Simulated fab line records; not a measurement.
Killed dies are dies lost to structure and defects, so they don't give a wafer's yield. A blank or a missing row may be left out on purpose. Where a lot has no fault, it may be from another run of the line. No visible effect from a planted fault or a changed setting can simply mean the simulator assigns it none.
Which tool did it?	flow berkeley cmos170	14 lots, 42 wafers sampled, at 6 steps of a route of 331

== WHAT THE GAUGES READ, wafer by wafer ==
UCB170_ACTIVE_OVL_MEAS_14.
lot	measured	on	ACTIVE_OVL (nm)
L610	day 3 17:27	overlay-01	-3 -6 -7
L611	day 4 10:29	overlay-02	-3 -1 9
L612	day 4 16:40	overlay-02	-2 -2 1
L616	day 5 07:43	overlay-02	7 4 3
L617	day 5 19:13	overlay-02	0 8 10
L622	day 6 10:32	overlay-01	-3 2 0
L620	day 6 10:48	overlay-02	-4 2 -1
L623	day 6 20:03	overlay-01	0 1 9
L627	day 7 20:44	overlay-01	2 -1 0
L629	day 8 07:10	overlay-01	-1 -2 9
L628	day 8 07:45	overlay-02	4 8 3
L630	day 8 12:57	overlay-01	2 3 4
L632	day 8 22:11	overlay-02	4 -2 -5
L633	day 8 22:19	overlay-01	0 8 8

UCB170_SCREENOX_THK_MEAS_02.
lot	measured	on	SCREENOX_OXIDE_THK (nm)
L610	day 4 16:58	film metro-04	14.5 14.4 14.4
L611	day 5 10:43	film metro-04	14.7 14.8 14.5
L612	day 5 15:52	film metro-04	14.8 14.8 14.6
L616	day 6 10:53	film metro-01	14.8 14.9 14.7
L617	day 6 22:53	film metro-04	14.6 14.5 14.4
L622	day 7 14:31	film metro-02	14.0 14.3 14.3
L620	day 7 14:30	film metro-01	14.3 14.9 14.7
L623	day 8 00:16	film metro-04	14.1 14.2 14.1
L627	day 8 23:14	film metro-02	14.5 14.7 14.5
L629	day 9 09:11	film metro-02	14.3 14.1 14.1
L628	day 9 09:11	film metro-01	14.8 14.9 14.9
L630	day 9 16:07	film metro-01	15.4 15.4 14.9
L632	day 9 21:44	film metro-01	13.8 14.0 14.3
L633	day 9 21:41	film metro-04	14.4 14.7 14.5

UCB170_GATE_CD_MEAS_90 targets a cd of 350 nm.
lot	measured	on	cd nm (nm)
L610	day 5 10:55	cd sem-02	349.7 350.4 349.8
L611	day 6 07:47	cd sem-02	349.0 350.3 349.7
L612	day 6 17:20	cd sem-01	352.6 352.6 350.7
L616	day 7 10:01	cd sem-02	349.9 350.7 348.6
L617	day 7 19:38	cd sem-01	350.7 350.3 351.6
L622	day 8 11:35	cd sem-01	- - -
L620	day 8 11:18	cd sem-02	- - -
L623	day 8 20:51	cd sem-01	352.4 351.5 350.9
L627	day 9 23:06	cd sem-02	349.9 349.7 350.4
L629	day 10 08:08	cd sem-01	350.9 349.7 349.5
L628	day 10 08:02	cd sem-02	347.7 349.1 349.2
L630	day 10 13:16	cd sem-02	349.5 351.1 350.5
L632	day 10 20:53	cd sem-02	348.6 351.4 349.7
L633	day 10 20:47	cd sem-02	350.6 348.6 347.6

== TOOL THAT RAN EACH LOT (tool first, then ch and the chambers of the sampled wafers, then the start) ==
lot	UCB170_NVT_STRIP_08	UCB170_GATE_ETCH_14	UCB170_GATE_ETCH_15
L610	plasma asher-01 ch 0,1, day 4 21:48	rie diel-02 ch 0,1,2, day 5 10:43	rie si-01 ch 0,1,2, day 5 10:45
L611	plasma asher-04 ch 0,1, day 5 15:51	rie diel-01 ch 0,1,2, day 6 07:35	rie si-01 ch 0,2, day 6 07:38
L612	plasma asher-01 ch 0,1, day 5 21:35	rie diel-02 ch 0,1, day 6 17:08	rie si-01 ch 1,3, day 6 17:11
L616	plasma asher-03 ch 0,1, day 6 16:07	rie diel-01 ch 0,2,3, day 7 09:49	rie si-02 ch 1,2,3, day 7 09:52
L617	plasma asher-04 ch 0,1, day 7 03:50	rie diel-04 ch 0,1,2, day 7 19:27	rie si-01 ch 0,1,3, day 7 19:29
L622	plasma asher-01 ch 0,1, day 7 19:57	rie diel-04 ch 2,3, day 8 11:22	rie si-01 ch 0,2, day 8 11:25
L620	plasma asher-01 ch 0,1, day 7 19:38	rie diel-02 ch 0,1,3, day 8 11:05	rie si-02 ch 1,2,3, day 8 11:08
L623	plasma asher-03 ch 0,1, day 8 05:44	rie diel-02 ch 0,2,3, day 8 20:37	rie si-02 ch 0,1,2, day 8 20:40
L627	plasma asher-01 ch 0,1, day 9 04:15	rie diel-04 ch 2,3, day 9 22:53	rie si-01 ch 0,1,3, day 9 22:56
L629	plasma asher-01 ch 0,1, day 9 15:49	rie diel-01 ch 0,1, day 10 07:56	rie si-01 ch 0,1,3, day 10 07:59
L628	plasma asher-04 ch 0,1, day 9 15:35	rie diel-04 ch 0,1, day 10 07:49	rie si-02 ch 1,2,3, day 10 07:52
L630	plasma asher-03 ch 0,1, day 9 20:11	rie diel-02 ch 0,1,2, day 10 13:01	rie si-02 ch 1,2,3, day 10 13:03
L632	plasma asher-01 ch 0,1, day 10 03:31	rie diel-01 ch 1,2,3, day 10 20:38	rie si-01 ch 0,1,2, day 10 20:40
L633	plasma asher-01 ch 0,1, day 10 03:02	rie diel-02 ch 0,3, day 10 20:31	rie si-02 ch 0,1, day 10 20:33
- UCB170_NVT_STRIP_08: strips in O2.
- UCB170_GATE_ETCH_14: etches BARC in N2/H2.
- UCB170_GATE_ETCH_15: etches poly-Si in HBr/Cl2, stops on SiO2, time 56.3 s, target depth 278.2 nm.

== WHAT THE TOOLS THEMSELVES READ (means of the sampled wafers that have a number; where no wafer has one, the mark that the record gives instead) ==
UCB170_NVT_STRIP_08.
lot	tool	drypump motor current A (A)	oes product au (a.u.)	strip time to endpoint s (s)
L610	plasma asher-01	5.5	0.731	21.39
L611	plasma asher-04	5.1	0.733	21.53
L612	plasma asher-01	5.5	0.736	21.49
L616	plasma asher-03	6.1	0.728	21.47
L617	plasma asher-04	5.1	0.732	21.53
L622	plasma asher-01	5.8	0.738	21.46
L620	plasma asher-01	5.5	0.734	21.47
L623	plasma asher-03	6.1	0.734	21.47
L627	plasma asher-01	5.4	0.734	21.50
L629	plasma asher-01	5.7	0.731	21.49
L628	plasma asher-04	5.1	0.731	21.51
L630	plasma asher-03	6.0	0.731	21.53
L632	plasma asher-01	5.5	0.735	21.47
L633	plasma asher-01	5.8	0.731	21.40

UCB170_GATE_ETCH_14.
lot	tool	bias w (W)	chamber pressure mTorr (mTorr)	drypump motor current A (A)	n2 flow sccm (sccm)	oes product au (a.u.)	throttle valve pct (%)
L610	rie diel-02	99.9	29.966	6.2	99.84	1.020	13.22
L611	rie diel-01	100.4	29.990	5.7	99.65	1.000	13.35
L612	rie diel-02	99.9	30.007	6.0	100.25	1.019	13.43
L616	rie diel-01	100.4	29.995	5.7	100.13	1.002	13.31
L617	rie diel-04	100.2	30.005	5.6	100.14	0.999	13.34
L622	rie diel-04	-	-	-	-	-	-
L620	rie diel-02	-	-	-	-	-	-
L623	rie diel-02	100.1	29.998	6.2	100.08	1.013	13.28
L627	rie diel-04	99.9	30.012	5.5	99.96	1.006	13.31
L629	rie diel-01	99.9	29.982	5.8	99.88	1.006	13.45
L628	rie diel-04	100.3	30.009	5.7	100.02	0.997	13.41
L630	rie diel-02	99.7	30.005	6.2	99.88	1.012	13.24
L632	rie diel-01	99.9	30.006	5.8	99.76	1.017	13.41
L633	rie diel-02	99.7	29.977	6.2	99.92	0.998	13.39

UCB170_GATE_ETCH_15.
lot	tool	HBr_flow_sccm (sccm)	bias w (W)	drypump motor current A (A)	oes product au (a.u.)	throttle valve pct (%)
L610	rie si-01	150.2	150.1	6.1	0.821	26.71
L611	rie si-01	149.3	149.4	5.6	0.820	26.68
L612	rie si-01	150.1	150.3	6.3	0.818	26.74
L616	rie si-02	149.9	149.7	5.8	0.842	26.25
L617	rie si-01	150.1	150.1	5.9	0.820	26.72
L622	rie si-01	150.2	150.2	5.7	0.268	26.66
L620	rie si-02	150.5	150.4	5.8	0.274	26.26
L623	rie si-02	150.1	149.9	5.6	0.828	26.37
L627	rie si-01	150.5	149.8	5.9	0.831	26.72
L629	rie si-01	150.6	149.6	5.9	0.815	26.72
L628	rie si-02	149.8	150.0	5.8	0.846	26.26
L630	rie si-02	149.9	149.5	5.8	0.844	26.25
L632	rie si-01	150.2	150.5	6.1	0.818	26.68
L633	rie si-02	150.1	150.2	5.2	0.807	26.48

== THE ANSWER, worked out from the rows above alone ==
Rule: what is usual is taken from the lots themselves. The widest of any qualifying gaps counts: lots, ordered by their means at a reading, are off when they make up no more than a third of the lots, leave a main group of 4 or more, and stand apart from it by 3 or more times the standard deviation of that group's means. Not used: any main group whose means are identical at the precision the tables above print for the reading. A lot without any number at a reading at which 4 lots or more have one is off too. Where the step has rows for the other lots, those lots are counted as sound. After the gauges, taken in route order, come the tools' own readings; for these a lot's mean is taken, as printed above. The first step at which some lot is off is used, and at that step the reading that is off furthest; a lot without a number counts as furthest.
Off at UCB170_GATE_CD_MEAS_90 (cd nm): L622, L620. Without a number there: L622, L620. Mean 350.1 nm and standard deviation 0.92 in the main group.
If a tool, at a process step before that reading, ran all the lots that are off and no sound lot after the first of them, it fits. Not tried: the gauges at UCB170_GATE_CD_MEAS_90; whatever is off there is also off at UCB170_GATE_ETCH_14, on other tools, and gauge error can't account for it. Not one of the candidates tried fits.

== WHAT THE SIMULATOR PUT IN ==
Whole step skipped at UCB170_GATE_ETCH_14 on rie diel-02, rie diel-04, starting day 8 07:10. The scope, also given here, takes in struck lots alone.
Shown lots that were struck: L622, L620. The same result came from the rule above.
